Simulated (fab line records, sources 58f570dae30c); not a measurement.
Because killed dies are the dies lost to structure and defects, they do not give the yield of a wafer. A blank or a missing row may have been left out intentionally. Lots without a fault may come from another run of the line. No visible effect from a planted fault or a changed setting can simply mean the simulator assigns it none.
fab line records	flow berkeleyCmos170	part 1 of 2: steps 1 to 42 of 45
record: lots: 6	wafers: 18	lastDay: 12
route steps=331 shown NVT@104 PVT@115 GATE@125 FIELD@126 PLDD@145 M1@249 M3@331
lots that met no fault: taken from a fault-free run of the same line
startH: the number of hours between the record's first day and the start of the first shown wafer of the lot	waitH: hours elapsed since this lot's preceding step	" the same as in the row above	L1.1+2: one row covering several wafers at once	- no value present, or no start provided	* or withheld: withheld	< > ~ a bound
route shown NAME@n: names a module that has steps shown in the file, with the first one's number in the route	usual: the fault-free wafers' mean and standard deviation	same: alike in all rows	chamber/n: place in a boat	sites: readings site by site	_std_site: how widely they spread, as a standard deviation	_edge_site: mean of outer sites minus mean of inner sites	radiusMm: how far each site lies from the wafer's centre	mask NAME#n: copy n	behind: tool/chamber where the wafer was last shaped	hold: reason for holding the lot/hours on hold/outcome of the hold	device: names the non-switching transistor (n, p or np)	end of line: at the end of the route, the tests of the same wafers	step lacking rows: just its recipe	killed: the dies lost at the first sort to structure and to defects; this is not the yield of the wafer	map: a wafer's dies, marking killed ones x, the rest . and places with no die _
set.NAME: the setting as run; set.NAME@STEP: as run at that earlier step	model.NAME: the simulator's own value behind a step, which no gauge read
lots seen at some steps along the route; tables by step, rows by wafer
services: when a tool's chamber went out of use (startH, in hours from the record's first day, below 0 if earlier), for how many hours, and the reason
== steps ==
step: UCB170_NVT_HMDS_00
recipe: primeTimeS: 60	primeTempC: 100
step: UCB170_NVT_COAT_01
recipe: resist: KrF	spinRpm: 1500	resistThkNm: 900
step: UCB170_NVT_SOFTBAKE_02
recipe: resist: KrF	tempC: 130	timeS: 60
step: UCB170_NVT_EXPOSE_03
recipe: maskId: PWELL	targetCdNm: 3000	na: 0.5	sigmaOuter: 0.6	sourceShape: conventional	doseMj: 30
step: UCB170_NVT_PEB_04
recipe: pebTempC: 130	pebTimeS: withheld	resist: KrF
step: UCB170_NVT_DEVELOP_05
recipe: developer: TMAH	developTimeS: 45	resist: KrF	devTempC: 21
step: UCB170_NVT_OVL_MEAS_06
usual: NVT_OVL: 4/4.7
lot.wafer	tool	chamber	startH	waitH	NVT_OVL[nm]
L106.1	overlay-02	-	115.55	-	-1
L106.5	"	-	"	"	1
L106.6	"	-	"	"	-2
L104.3	overlay-01	-	115.58	-	10
L104.5	"	-	"	"	5
L104.6	"	-	"	"	9
L110.2	overlay-01	-	147.21	-	-1
L110.5	"	-	"	"	4
L110.6	"	-	"	"	3
L113.1	overlay-01	-	159.72	-	-7
L113.3	"	-	"	"	-1
L113.4	"	-	"	"	-3
L125.1	overlay-01	-	218.00	-	9
L125.3	"	-	"	"	19
L125.4	"	-	"	"	11
L126.3	overlay-01	-	225.91	-	11
L126.4	"	-	"	"	16
L126.6	"	-	"	"	12
step: UCB170_NVT_IMPLANT_07
recipe: species: BF2	doseCm2: 3e+12	energyKev: 50	tiltDeg: 7
step: UCB170_NVT_STRIP_08
recipe: chemistry: O2	powerW: 400	pressureMtorr: 3500	platenTempC: withheld	o2FlowSccm: 400	overashFraction: 0.5
usual: drypumpMotorCurrentA: 5.6/0.38	o2FlowSccm: 400.0/1.2	oesProductAu: 0.734/0.0043	stripTimeToEndpointS: 21.64/0.069
lot.wafer	tool	chamber	startH	waitH	drypumpMotorCurrentA	o2FlowSccm	oesProductAu	rfHoursCounterH	stripTimeToEndpointS
L106.1	plasmaAsher-02	0	115.73	0.1	5.7	401.6	0.731	38	21.54
L106.5	"	1	"	"	5.6	399.7	0.732	-	21.52
L106.6	"	0	"	"	5.7	399.0	0.734	-	21.51
L104.3	plasmaAsher-02	0	115.96	0.3	5.7	398.4	0.730	-	21.75
L104.5	"	0	"	"	5.7	400.0	0.736	-	21.71
L104.6	"	1	"	"	5.6	399.7	0.739	-	21.79
L110.2	plasmaAsher-03	1	147.39	0.1	5.6	400.8	0.727	33	21.63
L110.5	"	0	"	"	4.9	398.7	0.737	-	21.66
L110.6	"	1	"	"	5.6	400.1	0.726	-	21.74
L113.1	plasmaAsher-03	0	159.90	0.1	4.9	398.4	0.735	35	21.66
L113.3	"	0	"	"	4.9	400.0	0.732	-	21.61
L113.4	"	1	"	"	5.7	399.9	0.729	-	21.61
L125.1	plasmaAsher-01	1	218.19	0.1	6.3	401.8	0.745	12	21.66
L125.3	"	0	"	"	5.5	398.1	0.730	-	21.67
L125.4	"	1	"	"	6.3	399.3	0.732	-	21.74
L126.3	plasmaAsher-02	1	226.12	0.1	5.6	397.3	0.739	-	21.70
L126.4	"	0	"	"	5.7	399.0	0.733	-	21.66
L126.6	"	0	"	"	5.7	400.9	0.731	-	21.63
step: UCB170_NVT_TW_MEAS_09
usual: NVT_TW: 526.9/2.4
lot.wafer	tool	chamber	startH	waitH	NVT_TW
L106.1	filmMetro-02	-	115.83	0.1	523.7
L106.5	"	-	"	"	524.9
L106.6	"	-	"	"	527.3
L104.3	filmMetro-03	-	116.05	0.1	528.6
L104.5	"	-	"	"	526.2
L104.6	"	-	"	"	528.0
L110.2	filmMetro-01	-	147.50	0.1	525.9
L110.5	"	-	"	"	523.6
L110.6	"	-	"	"	526.5
L113.1	filmMetro-01	-	160.00	0.1	524.6
L113.3	"	-	"	"	525.8
L113.4	"	-	"	"	523.1
L125.1	filmMetro-01	-	218.29	0.1	524.5
L125.3	"	-	"	"	524.4
L125.4	"	-	"	"	525.1
L126.3	filmMetro-03	-	226.20	0.1	525.4
L126.4	"	-	"	"	528.4
L126.6	"	-	"	"	526.8
step: UCB170_NVT_CLEAN_10
recipe: chemistry: SPM	tempC: 120	timeS: 600
step: UCB170_PVT_HMDS_00
recipe: primeTimeS: 60	primeTempC: 100
step: UCB170_PVT_COAT_01
recipe: resist: KrF	spinRpm: 1500	resistThkNm: 900
usual: spinSpeedRpm: 1500.0/1
lot.wafer	tool	chamber	startH	waitH	spinSpeedRpm	model.KrF_of_PVT_COAT_01.thkNm
L106.1	lithoTrack-03	0	116.42	0.1	1500.6	893.6
L106.5	"	0	"	"	1501.0	894.4
L106.6	"	0	"	"	1500.4	896.5
L104.3	lithoTrack-04	0	116.82	0.1	1499.4	897.9
L104.5	"	0	"	"	1499.2	901.1
L104.6	"	0	"	"	1501.9	900.7
L110.2	lithoTrack-03	0	148.38	0.1	1928.0	796.4
L110.5	"	0	"	"	1927.7	796.6
L110.6	"	0	"	"	1928.8	796.7
L113.1	lithoTrack-03	0	160.60	0.1	1928.6	798.7
L113.3	"	0	"	"	1929.5	796.2
L113.4	"	0	"	"	1929.8	796
L125.1	lithoTrack-02	0	220.59	0.1	1500.8	904
L125.3	"	0	"	"	1500.5	902.8
L125.4	"	0	"	"	1500.5	903.6
L126.3	lithoTrack-04	0	226.86	0.1	1500.6	898.8
L126.4	"	0	"	"	1499.1	900.9
L126.6	"	0	"	"	1500.0	899.4
step: UCB170_PVT_SOFTBAKE_02
recipe: resist: KrF	tempC: 130	timeS: 60
step: UCB170_PVT_EXPOSE_03
recipe: maskId: NWELL	targetCdNm: 3000	na: 0.5	sigmaOuter: 0.6	sourceShape: conventional	doseMj: 30
step: UCB170_PVT_PEB_04
recipe: pebTempC: 130	pebTimeS: withheld	resist: KrF
step: UCB170_PVT_DEVELOP_05
recipe: developer: TMAH	developTimeS: 45	resist: KrF	devTempC: 21
same: developTimeS: 45
lot.wafer	tool	chamber	startH	waitH	model.KrF_of_PVT_COAT_01.thkNm
L106.1	lithoTrack-03	0	-	-	879.4
L106.5	"	0	"	"	880.2
L106.6	"	0	"	"	882.3
L104.3	lithoTrack-03	0	-	-	883.7
L104.5	"	0	"	"	886.9
L104.6	"	0	"	"	886.5
L110.2	lithoTrack-04	0	-	-	782.2
L110.5	"	0	"	"	782.4
L110.6	"	0	"	"	782.5
L113.1	lithoTrack-03	0	-	-	784.5
L113.3	"	0	"	"	782
L113.4	"	0	"	"	781.8
L125.1	lithoTrack-02	0	-	-	889.8
L125.3	"	0	"	"	888.6
L125.4	"	0	"	"	889.4
L126.3	lithoTrack-02	0	-	-	884.6
L126.4	"	0	"	"	886.7
L126.6	"	0	"	"	885.2
step: UCB170_PVT_OVL_MEAS_06
usual: PVT_OVL: 0/4.3
lot.wafer	tool	chamber	startH	waitH	PVT_OVL[nm]
L106.1	overlay-01	-	117.23	-	1
L106.5	"	-	"	"	7
L106.6	"	-	"	"	3
L104.3	overlay-02	-	117.59	-	1
L104.5	"	-	"	"	1
L104.6	"	-	"	"	-4
L110.2	overlay-02	-	149.65	-	0
L110.5	"	-	"	"	1
L110.6	"	-	"	"	-1
L113.1	overlay-02	-	161.96	-	1
L113.3	"	-	"	"	2
L113.4	"	-	"	"	-1
L125.1	overlay-02	-	221.41	-	2
L125.3	"	-	"	"	5
L125.4	"	-	"	"	3
L126.3	overlay-02	-	227.69	-	2
L126.4	"	-	"	"	10
L126.6	"	-	"	"	1
step: UCB170_PVT_IMPLANT_07
recipe: species: P	doseCm2: 2e+12	energyKev: 30	tiltDeg: 7.335
step: UCB170_PVT_STRIP_08
recipe: chemistry: O2	powerW: 400	pressureMtorr: 3500	platenTempC: withheld	o2FlowSccm: 400	overashFraction: 0.5
usual: drypumpMotorCurrentA: 5.6/0.48	o2FlowSccm: 400.0/1.2	oesProductAu: 0.734/0.0046	stripTimeToEndpointS: 21.67/0.063
lot.wafer	tool	chamber	startH	waitH	drypumpMotorCurrentA	o2FlowSccm	oesProductAu	rfHoursCounterH	stripTimeToEndpointS
L106.1	plasmaAsher-02	0	117.42	0.1	5.7	397.8	0.737	39	21.48
L106.5	"	1	"	"	5.6	399.6	0.743	-	21.50
L106.6	"	0	"	"	5.7	399.7	0.730	-	21.54
L104.3	plasmaAsher-01	1	117.80	0.1	6.3	399.3	0.741	-	21.58
L104.5	"	0	"	"	5.5	400.7	0.732	-	21.66
L104.6	"	1	"	"	6.3	400.6	0.730	-	21.65
L110.2	plasmaAsher-04	0	149.83	0.1	4.8	401.6	0.734	46	19.15
L110.5	"	1	"	"	5.9	401.5	0.729	-	19.15
L110.6	"	0	"	"	4.8	401.1	0.730	-	19.17
L113.1	plasmaAsher-04	0	162.15	0.1	4.8	397.9	0.736	48	19.21
L113.3	"	1	"	"	5.9	401.9	0.732	-	19.12
L113.4	"	0	"	"	4.8	400.8	0.737	-	19.14
L125.1	plasmaAsher-02	1	221.59	0.1	5.6	399.8	0.736	51	21.72
L125.3	"	0	"	"	5.7	399.3	0.740	-	21.68
L125.4	"	1	"	"	5.6	400.9	0.733	-	21.73
L126.3	plasmaAsher-02	1	227.89	0.1	5.6	399.6	0.737	-	21.59
L126.4	"	0	"	"	5.7	400.7	0.735	-	21.65
L126.6	"	0	"	"	5.7	399.1	0.733	-	21.61
step: UCB170_PVT_TW_MEAS_09
usual: PVT_TW: 509.0/2.8
lot.wafer	tool	chamber	startH	waitH	PVT_TW
L106.1	filmMetro-02	-	117.52	0.1	511.4
L106.5	"	-	"	"	511.9
L106.6	"	-	"	"	511.4
L104.3	filmMetro-02	-	117.89	0.1	511.2
L104.5	"	-	"	"	510.2
L104.6	"	-	"	"	510.5
L110.2	filmMetro-02	-	149.94	0.1	508.5
L110.5	"	-	"	"	508.2
L110.6	"	-	"	"	509.5
L113.1	filmMetro-03	-	162.25	0.1	511.2
L113.3	"	-	"	"	507.3
L113.4	"	-	"	"	507.2
L125.1	filmMetro-02	-	221.69	0.1	513.4
L125.3	"	-	"	"	511.2
L125.4	"	-	"	"	514.7
L126.3	filmMetro-03	-	227.98	0.1	509.5
L126.4	"	-	"	"	507.8
L126.6	"	-	"	"	512.4
step: UCB170_GATE_WET_ETCH_00
recipe: chemistry: dHF	dilution: 25:1	target: SiO2	tempC: 25	timeS: 200
step: UCB170_FIELD_THK_MEAS_91
recipe: reads: SiO2_of_FIELD_OXIDATION_01
usual: FIELD_OXIDE_LEFT_2_THK: 352/13
lot.wafer	tool	chamber	startH	waitH	FIELD_OXIDE_LEFT_2_THK[nm]
L106.1	filmMetro-02	-	117.71	0.0	349
L106.5	"	-	"	"	359
L106.6	"	-	"	"	353
L104.3	filmMetro-03	-	118.08	0.0	347
L104.5	"	-	"	"	331
L104.6	"	-	"	"	348
L110.2	filmMetro-02	-	150.13	0.0	344
L110.5	"	-	"	"	334
L110.6	"	-	"	"	332
L113.1	filmMetro-02	-	162.37	0.0	359
L113.3	"	-	"	"	355
L113.4	"	-	"	"	353
L125.1	filmMetro-02	-	222.66	0.0	377
L125.3	"	-	"	"	376
L125.4	"	-	"	"	367
L126.3	filmMetro-04	-	228.10	0.0	372
L126.4	"	-	"	"	371
L126.6	"	-	"	"	372
step: UCB170_GATE_OXIDATION_01
recipe: tempC: 850	ambient: O2	targetThkA: 66	oxTimeS: 1800
step: UCB170_GATE_THK_MEAS_02
recipe: reads: SiO2_of_GATE_OXIDATION_01
usual: GATE_OXIDE_THK: 6.50/0.13
lot.wafer	tool	chamber	startH	waitH	GATE_OXIDE_THK[nm]
L106.1	filmMetro-01	-	119.87	0.0	6.30
L106.5	"	-	"	"	6.45
L106.6	"	-	"	"	6.42
L104.3	filmMetro-04	-	119.89	0.0	6.49
L104.5	"	-	"	"	6.64
L104.6	"	-	"	"	6.61
L110.2	filmMetro-04	-	152.18	0.0	6.59
L110.5	"	-	"	"	6.64
L110.6	"	-	"	"	6.55
L113.1	filmMetro-03	-	165.35	0.0	6.43
L113.3	"	-	"	"	6.43
L113.4	"	-	"	"	6.55
L125.1	filmMetro-04	-	225.75	0.0	6.45
L125.3	"	-	"	"	6.45
L125.4	"	-	"	"	6.57
L126.3	filmMetro-03	-	233.47	0.0	6.45
L126.4	"	-	"	"	6.43
L126.6	"	-	"	"	6.41
step: UCB170_GATE_ANNEAL_03
recipe: tempC: 900	timeS: 1800	ambient: N2
step: UCB170_GATE_CVD_04
recipe: material: poly-Si	tempC: 610	precursor: SiH4	timeS: 1440	pressureMtorr: 375	targetThkNm: 214	sih4FlowSccm: 120
step: UCB170_GATE_THK_MEAS_05
recipe: reads: poly-Si_of_GATE_CVD_04
usual: GATE_POLY_THK: 213.5/2.2
lot.wafer	tool	chamber	startH	waitH	GATE_POLY_THK[nm]
L106.1	filmMetro-03	-	125.72	0.0	210.8
L106.5	"	-	"	"	209.7
L106.6	"	-	"	"	210.7
L104.3	filmMetro-04	-	125.74	0.0	216.1
L104.5	"	-	"	"	214.8
L104.6	"	-	"	"	215.1
L110.2	filmMetro-03	-	156.89	0.0	212.8
L110.5	"	-	"	"	212.7
L110.6	"	-	"	"	212.2
L113.1	filmMetro-01	-	170.96	0.0	214.4
L113.3	"	-	"	"	214.7
L113.4	"	-	"	"	214.7
L125.1	filmMetro-03	-	233.10	0.0	213.6
L125.3	"	-	"	"	214.1
L125.4	"	-	"	"	212.3
L126.3	filmMetro-04	-	239.12	0.0	216.7
L126.4	"	-	"	"	213.8
L126.6	"	-	"	"	214.7
step: UCB170_GATE_COAT_06
recipe: resist: BARC	tempC: withheld	timeS: withheld	spinRpm: 3000	resistThkNm: withheld
step: UCB170_GATE_COAT_07
recipe: resist: KrF	spinRpm: 1529	resistThkNm: 900
step: UCB170_GATE_SOFTBAKE_08
recipe: resist: KrF	tempC: 130	timeS: 60
step: UCB170_GATE_EXPOSE_09
recipe: maskId: POLY	targetCdNm: 350	na: 0.5	sigmaOuter: 0.6	sourceShape: conventional	doseMj: 21
step: UCB170_GATE_PEB_10
recipe: pebTempC: 130	pebTimeS: withheld	resist: KrF
step: UCB170_GATE_DEVELOP_11
recipe: developer: TMAH	developTimeS: 45	resist: KrF	devTempC: 21
step: UCB170_GATE_CD_MEAS_12
recipe: targetCdNm: 350
usual: cdNm: 349.0/1.2
lot.wafer	tool	chamber	startH	waitH	cdNm
L106.1	cdSem-02	-	126.96	-	349.5
L106.5	"	-	"	"	349.3
L106.6	"	-	"	"	348.4
L104.3	cdSem-02	-	127.55	-	349.5
L104.5	"	-	"	"	348.8
L104.6	"	-	"	"	350.4
L110.2	cdSem-02	-	158.10	-	348.4
L110.5	"	-	"	"	348.1
L110.6	"	-	"	"	347.4
L113.1	cdSem-01	-	172.36	-	347.9
L113.3	"	-	"	"	348.0
L113.4	"	-	"	"	348.4
L125.1	cdSem-01	-	234.33	-	348.4
L125.3	"	-	"	"	349.6
L125.4	"	-	"	"	347.7
L126.3	cdSem-02	-	240.20	-	348.9
L126.4	"	-	"	"	348.5
L126.6	"	-	"	"	350.7
step: UCB170_GATE_OVL_MEAS_13
usual: GATE_OVL: -2/5.9
lot.wafer	tool	chamber	startH	waitH	GATE_OVL[nm]
L106.1	overlay-01	-	127.08	0.1	-1
L106.5	"	-	"	"	-4
L106.6	"	-	"	"	-11
L104.3	overlay-02	-	127.64	0.1	-8
L104.5	"	-	"	"	-7
L104.6	"	-	"	"	-5
L110.2	overlay-02	-	158.20	0.1	-1
L110.5	"	-	"	"	-1
L110.6	"	-	"	"	-9
L113.1	overlay-01	-	172.48	0.1	8
L113.3	"	-	"	"	10
L113.4	"	-	"	"	-1
L125.1	overlay-02	-	234.45	0.1	-5
L125.3	"	-	"	"	-16
L125.4	"	-	"	"	-11
L126.3	overlay-02	-	240.29	0.1	-4
L126.4	"	-	"	"	2
L126.6	"	-	"	"	4
step: UCB170_GATE_ETCH_14
recipe: chemistry: N2/H2	targetDepthA: withheld	overetchA: withheld	target: BARC	timeS: withheld	sourceW: 500	biasW: 100	pressureMtorr: 30	n2FlowSccm: 100	h2FlowSccm: 200
usual: drypumpMotorCurrentA: 6.0/0.58	oesProductAu: 1.003/0.027	throttleValvePct: 13.28/0.17
lot.wafer	tool	chamber	startH	waitH	drypumpMotorCurrentA	oesProductAu	throttleValvePct
L106.1	rieDiel-02	0	127.11	0.0	5.9	0.975	13.39
L106.5	"	1	"	"	5.8	1.033	12.98
L106.6	"	2	"	"	6.5	1.008	13.19
L104.3	rieDiel-04	3	127.66	0.0	6.7	1.021	13.26
L104.5	"	2	"	"	6.7	1.047	13.58
L104.6	"	1	"	"	5.5	0.960	13.16
L110.2	rieDiel-01	0	158.23	0.0	5.5	0.993	13.10
L110.5	"	1	"	"	5.0	0.992	13.36
L110.6	"	2	"	"	6.0	0.955	13.28
L113.1	rieDiel-04	2	172.51	0.0	6.7	1.046	13.58
L113.3	"	3	"	"	6.7	1.011	13.27
L113.4	"	0	"	"	6.3	1.021	13.37
L125.1	rieDiel-02	1	234.49	0.0	5.8	1.039	12.97
L125.3	"	3	"	"	6.4	0.977	13.56
L125.4	"	2	"	"	6.5	1.010	13.19
L126.3	rieDiel-02	1	240.32	0.0	5.8	1.042	12.97
L126.4	"	1	"	"	5.8	1.040	12.96
L126.6	"	2	"	"	6.6	1.018	13.19
step: UCB170_GATE_ETCH_15
recipe: chemistry: HBr/Cl2	target: poly-Si	stopOn: SiO2	overEtchFrac: 0.3	icpW: 300	biasW: 150	timeS: 56.3	pressureMtorr: 15	HBr_flow_sccm: 150	Cl2_flow_sccm: 50	targetDepthA: 2782
usual: drypumpMotorCurrentA: 5.9/0.55	oesProductAu: 0.831/0.0084	throttleValvePct: 26.54/0.2
lot.wafer	tool	chamber	startH	waitH	drypumpMotorCurrentA	oesProductAu	rfHoursCounterH	throttleValvePct
L106.1	rieSi-01	3	127.15	-	5.0	0.838	2	26.54
L106.5	"	3	"	"	5.0	0.821	-	26.57
L106.6	"	2	"	"	5.9	0.813	-	26.48
L104.3	rieSi-01	1	127.70	-	6.3	0.836	95	26.63
L104.5	"	1	"	"	6.3	0.834	-	26.63
L104.6	"	2	"	"	5.9	0.820	-	26.49
L110.2	rieSi-02	1	158.27	-	5.8	0.831	85	26.65
L110.5	"	0	"	"	6.5	0.843	-	26.04
L110.6	"	1	"	"	5.8	0.833	-	26.66
L113.1	rieSi-01	0	172.56	-	5.2	0.840	21	26.57
L113.3	"	1	"	"	6.4	0.834	96	26.63
L113.4	"	3	"	"	5.0	0.840	2	26.55
L125.1	rieSi-01	0	234.53	-	5.2	0.830	22	26.58
L125.3	"	1	"	"	6.3	0.829	96	26.61
L125.4	"	3	"	"	5.0	0.832	2	26.54
L126.3	rieSi-02	1	240.36	-	5.8	0.841	85	26.65
L126.4	"	0	"	"	6.5	0.835	59	26.05
L126.6	"	3	"	"	6.4	0.834	-	26.49
step: UCB170_GATE_STRIP_16
recipe: chemistry: O2	powerW: 400	pressureMtorr: 3500	platenTempC: withheld	o2FlowSccm: 400	overashFraction: 0.5
usual: drypumpMotorCurrentA: 5.5/0.38	o2FlowSccm: 400.0/1.2	oesProductAu: 0.724/0.0047
lot.wafer	tool	chamber	startH	waitH	drypumpMotorCurrentA	o2FlowSccm	oesProductAu	rfHoursCounterH
L106.1	plasmaAsher-02	1	127.20	0.0	5.6	399.0	0.732	40
L106.5	"	0	"	"	5.7	399.3	0.718	-
L106.6	"	1	"	"	5.6	399.8	0.723	-
L104.3	plasmaAsher-02	0	127.79	0.1	5.7	398.8	0.728	-
L104.5	"	0	"	"	5.7	397.6	0.725	-
L104.6	"	1	"	"	5.6	399.2	0.728	-
L110.2	plasmaAsher-02	0	158.32	0.0	5.7	399.5	0.726	44
L110.5	"	0	"	"	5.7	400.9	0.729	-
L110.6	"	1	"	"	5.6	398.6	0.732	-
L113.1	plasmaAsher-02	1	172.60	0.0	5.6	399.5	0.730	46
L113.3	"	0	"	"	5.7	402.6	0.719	-
L113.4	"	1	"	"	5.6	397.9	0.722	-
L125.1	plasmaAsher-03	0	234.58	0.0	4.9	401.2	0.726	43
L125.3	"	0	"	"	4.9	400.2	0.731	-
L125.4	"	1	"	"	5.7	400.6	0.733	-
L126.3	plasmaAsher-03	0	240.44	0.1	4.9	400.0	0.724	-
L126.4	"	1	"	"	5.7	399.8	0.727	-
L126.6	"	0	"	"	4.9	401.3	0.719	-
step: UCB170_GATE_CD_MEAS_90
recipe: targetCdNm: 350
usual: cdNm: 349.2/1.4
lot.wafer	tool	chamber	startH	waitH	cdNm
L106.1	cdSem-02	-	127.30	0.1	351.1
L106.5	"	-	"	"	348.9
L106.6	"	-	"	"	348.2
L104.3	cdSem-01	-	127.89	0.1	350.0
L104.5	"	-	"	"	350.5
L104.6	"	-	"	"	350.6
L110.2	cdSem-02	-	158.44	0.1	349.1
L110.5	"	-	"	"	347.8
L110.6	"	-	"	"	346.6
L113.1	cdSem-01	-	172.70	0.1	348.5
L113.3	"	-	"	"	349.4
L113.4	"	-	"	"	348.8
L125.1	cdSem-02	-	234.68	0.1	348.4
L125.3	"	-	"	"	349.2
L125.4	"	-	"	"	346.9
L126.3	cdSem-02	-	240.55	0.1	349.0
L126.4	"	-	"	"	348.6
L126.6	"	-	"	"	350.6
step: UCB170_GATE_CLEAN_17
recipe: chemistry: SPM	tempC: 120	timeS: 600
step: UCB170_PLDD_HMDS_00
recipe: primeTimeS: 60	primeTempC: 100
== key ==
firstSign: step: UCB170_PVT_COAT_01	reading: spinSpeedRpm	direction: up	sigmas: 99+	usual: 1500.0	struck: 1928.7
effect: step: UCB170_PVT_STRIP_08	reading: stripTimeToEndpointS	direction: down	sigmas: 40	usual: *	struck: *
modelEffect: step: UCB170_PVT_COAT_01	value: KrF_of_PVT_COAT_01.thkNm	without: 903.6	struck: 796.8
modelEffect: step: UCB170_PVT_DEVELOP_05	value: KrF_of_PVT_COAT_01.thkNm	without: 889.4	struck: 782.6
modelEffect: step: UCB170_M1_ETCH_11	value: M1.cdNm	without: 700.7	struck: 709.5
modelEffect: step: UCB170_M1_METAL_ETCH_12	value: M1.cdNm	without: 702.4	struck: 711.3
modelEffect: step: UCB170_M3_PROBE_99	value: etest.m1.widthNm	without: 700.5	struck: 709.4
metAt UCB170_PVT_COAT_01
struckWafers L110.2,L110.5,L110.6,L113.1,L113.3,L113.4
testerLeftOut L110,L113
loopTrim: step: UCB170_M1_EXPOSE_06	setting: dose	lots: L113
onsetBetween 116.42 148.38
fault: kind: processParameterDrift	tool: lithoTrack-03	chamber: -	onsetH: 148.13	steps: UCB170_PVT_COAT_01	channel: spinRpm	offset: 429.16	shape: step	endH: 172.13	actsIn: theseRecipesOnly	stated: 1500
testerLeftOut: of these lots the tester's yield and bins aren't shown, on N5 and GAA mostly nor the transistor test; their killed dies are dies lost to structure and defects alone, not to doping, threshold or leakage, so they don't give the yield
loopTrim: a control loop set the setting to another value than it would have without faults
